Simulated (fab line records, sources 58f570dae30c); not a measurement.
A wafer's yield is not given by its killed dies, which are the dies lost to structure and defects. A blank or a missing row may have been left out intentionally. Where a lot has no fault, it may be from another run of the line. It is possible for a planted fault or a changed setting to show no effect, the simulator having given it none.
A struck lot beside a sound one    flow berkeley-cmos170    31 out of 331 route steps
Sound: wafers L216.2, L216.5, L216.6. The struck wafers were L214.3, L214.5, L214.6. Last of all comes the cause.
For every step that has rows: the tool of each side, followed by ch and its chambers, followed by its first start. Under that, the readings that differ: sound wafers    struck wafers    difference of the means    sigmas: that difference in standard deviations of wafers without a fault.
alike: readings whose means differ by less than 2 such deviations, and words and numbers that are the same on both sides. not compared: withheld readings, readings that some wafer has no value for, bounds like >300 that may hide the same value, and numbers for which the record gives no deviation and whose values overlap.
A row with sigmas, a row that says differs or no value, or rows on one side alone: a step with any of these is where the two part. Non-overlapping numbers with no deviation appear without sigmas and do not part them. Lack of a reading on every wafer of one side parts them only where that side has two or more wafers.

UCB170_PLDD_TW_MEAS_11:
  sound on film-metro-04, day 8 14:15; struck on film-metro-02, day 8 14:59
  alike: PLDD_TW
then, 7 steps without rows for these wafers: UCB170_PLDD_CLEAN_12 (cleans in SPM, time 600 s); UCB170_NLDD_HMDS_00 (prime time 60 s); UCB170_NLDD_COAT_01 (resist thk 900 nm); UCB170_NLDD_SOFTBAKE_02 (time 60 s); UCB170_NLDD_EXPOSE_03 (exposes mask NSELECT, target cd 1200 nm); UCB170_NLDD_PEB_04; UCB170_NLDD_DEVELOP_05 (develop time 45 s).
UCB170_NLDD_CD_MEAS_06 targets a cd of 1200 nm.
  sound on cd-sem-01, day 8 15:57; struck on cd-sem-01, day 8 16:20
reading     sound                 struck                difference  sigmas
cd-nm (nm)  1198.5 1198.1 1198.8  1202.5 1203.2 1202.3  +4.2        +2
UCB170_NLDD_OVL_MEAS_07:
  sound on overlay-02, day 8 16:03; struck on overlay-01, day 8 16:25
  alike: NLDD_OVL
then, 2 steps without rows for these wafers: UCB170_NLDD_IMPLANT_08; UCB170_NLDD_IMPLANT_09.
UCB170_NLDD_STRIP_10: strips in O2.
  sound on plasma-asher-01 ch 0,1, day 8 16:23; struck on plasma-asher-04 ch 0,1, day 8 16:47
  no value came back on the struck wafers for chamber-pressure-mTorr (mTorr), drypump-motor-current-A (A), oes-product-au (a.u.), strip-time-to-endpoint-s (s); on the sound wafers chamber-pressure-mTorr (mTorr) reads 3496 3503 3503
reading                                sound  struck           difference  sigmas
model.KrF_of_NLDD_COAT_01.thk-nm (nm)  0 0 0  885.4 888 884.6  +886.0      
  not compared: rf-hours-counter-h
UCB170_NLDD_TW_MEAS_11:
  sound on film-metro-03, day 8 16:29; struck on film-metro-02, day 8 16:52
  alike: NLDD_TW
then, 1 step without rows for these wafers: UCB170_NLDD_CLEAN_12 (cleans in SPM, time 600 s).
UCB170_SPACER_CVD_00: deposits SiO2 from TEOS/O2, target thk 376 nm, time 47 s.
  sound on pecvd-01 ch 0,1, day 8 16:47; struck on pecvd-03 ch 0,2, day 8 17:10
  alike: heater-power-w, pressure-mtorr
UCB170_SPACER_THK_MEAS_01:
  sound on film-metro-01, day 8 16:50; struck on film-metro-03, day 8 17:14
  alike: SPACER_TEOS_THK
then, 1 step without rows for these wafers: UCB170_SPACER_ANNEAL_02 (time 1800 s).
UCB170_SPACER_ETCHBACK_03: etches SiO2 in CHF3/CF4/Ar, stops on Si, target depth 376 nm, time 100 s.
  sound on rie-diel-01 ch 0,3, day 8 21:50; struck on rie-diel-02 ch 0,1, day 8 21:50
  alike: drypump-motor-current-A, oes-product-au, throttle-valve-pct
  not compared: rf-hours-counter-h
then, 6 steps without rows for these wafers: UCB170_PSD_HMDS_00 (prime time 60 s); UCB170_PSD_COAT_01 (resist thk 900 nm); UCB170_PSD_SOFTBAKE_02 (time 60 s); UCB170_PSD_EXPOSE_03 (exposes mask PSELECT MOD, target cd 1200 nm); UCB170_PSD_PEB_04; UCB170_PSD_DEVELOP_05 (develop time 45 s).
UCB170_PSD_CD_MEAS_06 targets a cd of 1200 nm.
  sound on cd-sem-02, day 8 23:12; struck on cd-sem-01, day 8 23:07
  alike: cd-nm
UCB170_PSD_OVL_MEAS_07:
  sound on overlay-02, day 8 23:19; struck on overlay-01, day 8 23:13
  alike: PSD_OVL
then, 1 step without rows for these wafers: UCB170_PSD_IMPLANT_08.
UCB170_PSD_STRIP_09: strips in O2.
  sound on plasma-asher-03 ch 0,1, day 8 23:29; struck on plasma-asher-01 ch 0,1, day 8 23:25
reading                       sound              struck             difference  sigmas
oes-product-au (a.u.)         0.592 0.598 0.595  0.669 0.665 0.667  +0.072      +16
strip-time-to-endpoint-s (s)  29.48 29.50 29.57  55.69 55.65 55.58  +26.12      +99 or more
  alike: chamber-pressure-mTorr, drypump-motor-current-A
  not compared: rf-hours-counter-h
UCB170_PSD_TW_MEAS_10:
  sound on film-metro-02, day 8 23:36; struck on film-metro-04, day 8 23:30
reading  sound           struck    difference  sigmas
PSD_TW   2339 2346 2339  30 30 30  -2311       -99 or more
then, 1 step without rows for these wafers: UCB170_PSD_CLEAN_11 (cleans in SPM, time 600 s).

== WHERE THEY PART ==
Last at UCB170_PSD_TW_MEAS_10 as far as this record goes, first at UCB170_NLDD_CD_MEAS_06.

WHY: whatever the simulator had introduced
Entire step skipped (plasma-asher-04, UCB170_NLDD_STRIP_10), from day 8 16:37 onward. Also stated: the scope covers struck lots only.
